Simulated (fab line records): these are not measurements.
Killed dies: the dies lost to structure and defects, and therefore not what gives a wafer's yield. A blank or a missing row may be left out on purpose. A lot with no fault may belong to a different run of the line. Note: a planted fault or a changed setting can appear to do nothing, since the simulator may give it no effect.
Problem report, 8D (eight disciplines) form, completed by code + flow ritCmos + the parts of the form that need people (team, actions taken, sign-off) are left out

== 1. THE ISSUE ==
PRETRO_TW at RIT_PRETRO_TW_MEAS_10 reads a mean of 414 on 6 wafers of 2 lots; wafers without a fault read 472 with a standard deviation of 3.4. That puts it -17 standard deviations away from the usual mean.
First seen on wafer L342.1, day 5 01:14, on filmMetro-02. At this step, 42 wafers from 14 lots have a number in the record. By rule, "out" or "out of limits" means more than 4 standard deviations away from the usual mean. The rest of the wafers with a number are treated as sound.

== 2. WHAT IT IS, WHAT IT ISN'T ==
| question                    | is                         | is not                                                                                       |
|-----------------------------|----------------------------|----------------------------------------------------------------------------------------------|
| which readings at this step | PRETRO_TW                  | -                                                                                            |
| which lots                  | L342, L344                 | L329, L330, L331, L332, L333, L334, L335, L345, L347, L350, L351, L352                       |
| which wafers of those lots  | all that have a number     | -                                                                                            |
| read on which gauges        | filmMetro-02, filmMetro-04 | filmMetro-01                                                                                 |
| when                        | from day 5 01:14           | up to then (21 sound wafers); but 15 sound wafers of L345, L347, L350, L351, L352 came after |

== 3. WHAT RULES OUT EACH SUSPECT ==
Counting: a tool at any process step up to the reading remains a suspect when it ran all the lots that are out and ran no sound lot after the first of those.
- the gauge at RIT_PRETRO_TW_MEAS_10 has been ruled out. 2 gauges (filmMetro-02, filmMetro-04) read the wafers that are out.
- implanter-03 at RIT_PRETRO_IMPLANT_08: kept. All lots that are out passed through it, beginning with L342 at day 5 00:55, and no sound lot followed; its final sound lot before that point was L334 at day 3 10:39. On those wafers its own readings are out: doseIonsCm2, faradayCurrentUA.
Remaining after the count: implanter-03 at RIT_PRETRO_IMPLANT_08.

== 4. THE CAUSE (what the simulator had put in) ==
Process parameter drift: implanter-03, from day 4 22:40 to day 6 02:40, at RIT_PRETRO_IMPLANT_08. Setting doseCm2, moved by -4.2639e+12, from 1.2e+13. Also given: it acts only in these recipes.
Counting left only this tool.

== 5. THE CHAIN OF EFFECTS, in route order ==
Each row: a reading whose mean over the struck wafers that have a number lies more than 3 standard deviations from the usual. Only readings for which the record gives a usual standard deviation are gone through. hours: the time from each lot's start at the first step in this table that gives one to its start at this step, as a median over the lots. sigmas: the change in usual standard deviations.
| hours | step                  | reading          | usual   | on struck wafers | change   | sigmas      |
|-------|-----------------------|------------------|---------|------------------|----------|-------------|
| 0     | RIT_PRETRO_IMPLANT_08 | doseIonsCm2      | 1.2e+13 | 7.7e+12          | -4.3e+12 | -99 or more |
| 0     | RIT_PRETRO_IMPLANT_08 | faradayCurrentUA | 38.1    | 24.4             | -13.7    | -18         |
| 0     | RIT_PRETRO_TW_MEAS_10 | PRETRO_TW        | 472     | 414              | -58      | -17         |
The process steps in it:
- RIT_PRETRO_IMPLANT_08
Later measuring or inspecting steps at which every struck wafer that the step has a row for has a number for every such reading, and none has moved that far: RIT_NSD_OVL_MEAS_06, RIT_M1_CD_MEAS_09.

== 6. WHAT WOULD HAVE CAUGHT IT SOONER ==
In this record the first reading out of limits at a measuring or inspecting step was taken at day 5 01:14, 3 hours after the fault began at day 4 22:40.
The tool's own readings at RIT_PRETRO_IMPLANT_08 were out on every struck wafer that the step has a row for (doseIonsCm2, faradayCurrentUA): an alarm limit on them would have fired on the first of those.
Lots out: 2; of these, L344 started RIT_PRETRO_IMPLANT_08 on implanter-03 after day 5 01:14. Putting the tool on hold at that point would have spared it.
